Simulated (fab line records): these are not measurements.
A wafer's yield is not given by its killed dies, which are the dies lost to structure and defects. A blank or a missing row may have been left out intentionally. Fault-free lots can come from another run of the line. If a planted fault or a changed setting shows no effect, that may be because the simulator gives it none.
Which tool was responsible? || flow rit_cmos || route of 202 steps, sampled at 1 step: 14 lots, 42 wafers

== WHAT EACH GAUGE READ, for each wafer ==
No reading from a measuring or inspecting step in the record can be judged against a usual standard deviation.

== TOOL THAT RAN EACH LOT (tool first, then ch and the chambers of the sampled wafers, then the start) ==
{"lot": "L994", "RIT_NLDD_SOFTBAKE_02": "litho_track-03 ch 0, day 2 17:51"}
{"lot": "L996", "RIT_NLDD_SOFTBAKE_02": "litho_track-03 ch 0, day 3 04:13"}
{"lot": "L997", "RIT_NLDD_SOFTBAKE_02": "litho_track-01 ch 0, day 3 07:40"}
{"lot": "L998", "RIT_NLDD_SOFTBAKE_02": "litho_track-01 ch 0, day 3 13:52"}
{"lot": "L999", "RIT_NLDD_SOFTBAKE_02": "litho_track-01 ch 0, day 3 21:04"}
{"lot": "L100", "RIT_NLDD_SOFTBAKE_02": "litho_track-01 ch 0, day 3 22:59"}
{"lot": "L101", "RIT_NLDD_SOFTBAKE_02": "litho_track-02 ch 0, day 4 04:20"}
{"lot": "L102", "RIT_NLDD_SOFTBAKE_02": "litho_track-02 ch 0, day 4 08:40"}
{"lot": "L103", "RIT_NLDD_SOFTBAKE_02": "litho_track-02 ch 0, day 4 19:37"}
{"lot": "L104", "RIT_NLDD_SOFTBAKE_02": "litho_track-01 ch 0, day 4 19:58"}
{"lot": "L105", "RIT_NLDD_SOFTBAKE_02": "litho_track-01 ch 0, day 5 00:48"}
{"lot": "L113", "RIT_NLDD_SOFTBAKE_02": "litho_track-03 ch 0, day 6 17:20"}
{"lot": "L114", "RIT_NLDD_SOFTBAKE_02": "litho_track-03 ch 0, day 6 20:56"}
{"lot": "L116", "RIT_NLDD_SOFTBAKE_02": "litho_track-02 ch 0, day 7 06:50"}
- RIT_NLDD_SOFTBAKE_02: time 60 s.

== AS READ BY THE TOOLS THEMSELVES (means over the sampled wafers that have a number; for cases with no such wafer, the mark the record gives instead) ==
RIT_NLDD_SOFTBAKE_02. Usual: heater_power_total_W 34.57 W, standard deviation 0.049; plate_temp_C 89.99 C, standard deviation 0.11.
{"lot": "L994", "tool": "litho_track-03", "heater_power_total_W (W)": 34.54, "plate_temp_C (C)": 90.08, "flag": ""}
{"lot": "L996", "tool": "litho_track-03", "heater_power_total_W (W)": 34.55, "plate_temp_C (C)": 90.00, "flag": ""}
{"lot": "L997", "tool": "litho_track-01", "heater_power_total_W (W)": 34.58, "plate_temp_C (C)": 90.12, "flag": ""}
{"lot": "L998", "tool": "litho_track-01", "heater_power_total_W (W)": 34.56, "plate_temp_C (C)": 89.98, "flag": ""}
{"lot": "L999", "tool": "litho_track-01", "heater_power_total_W (W)": 34.55, "plate_temp_C (C)": 89.91, "flag": ""}
{"lot": "L100", "tool": "litho_track-01", "heater_power_total_W (W)": 34.59, "plate_temp_C (C)": 89.88, "flag": ""}
{"lot": "L101", "tool": "litho_track-02", "heater_power_total_W (W)": 34.63, "plate_temp_C (C)": 89.95, "flag": ""}
{"lot": "L102", "tool": "litho_track-02", "heater_power_total_W (W)": 34.53, "plate_temp_C (C)": 89.98, "flag": ""}
{"lot": "L103", "tool": "litho_track-02", "heater_power_total_W (W)": 34.60, "plate_temp_C (C)": 89.92, "flag": ""}
{"lot": "L104", "tool": "litho_track-01", "heater_power_total_W (W)": 34.97, "plate_temp_C (C)": 90.84, "flag": "OFF"}
{"lot": "L105", "tool": "litho_track-01", "heater_power_total_W (W)": 34.95, "plate_temp_C (C)": 90.70, "flag": "OFF"}
{"lot": "L113", "tool": "litho_track-03", "heater_power_total_W (W)": 34.60, "plate_temp_C (C)": 90.05, "flag": ""}
{"lot": "L114", "tool": "litho_track-03", "heater_power_total_W (W)": 34.61, "plate_temp_C (C)": 89.79, "flag": ""}
{"lot": "L116", "tool": "litho_track-02", "heater_power_total_W (W)": 34.59, "plate_temp_C (C)": 90.07, "flag": ""}

== THE ANSWER, worked out from the rows above alone ==
Rule: lot off if the mean of its wafers having a number is beyond 3 standard deviations from the usual mean. A lot without any number at a reading at which 4 lots or more have one is off too. The other lots that the step has rows for count as sound. After the gauges, taken in route order, come the tools' own readings; for these a lot's mean is taken, as printed above. At the first step where some lot is off, the reading lying furthest off is the one used; lots without a number count as furthest.
Off: L104, L105, at RIT_NLDD_SOFTBAKE_02 (heater_power_total_W).
A tool fits if, at that step or a process step before it, it ran every lot that is off, and no sound lot after the first of them. One candidate fits, namely litho_track-01 at RIT_NLDD_SOFTBAKE_02. Its last sound lot is L100 (day 3 22:59), its first lot that is off L104 (day 4 19:58): a fault that began between those two fits.
The tool's own readings at RIT_NLDD_SOFTBAKE_02 bear it out: on the lots that are off they differ by more than 5 times the standard deviation of the sound lots' means. heater_power_total_W reads 34.96 W there against 34.58 W on the sound lots; plate_temp_C reads 90.77 C there against 89.98 C on the sound lots.

== WHAT HAD BEEN PUT IN BY THE SIMULATOR ==
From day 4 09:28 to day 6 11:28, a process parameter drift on litho_track-01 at RIT_NLDD_SOFTBAKE_02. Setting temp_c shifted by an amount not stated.
Shown lots that were struck: L104, L105. The rule above reached the same finding.
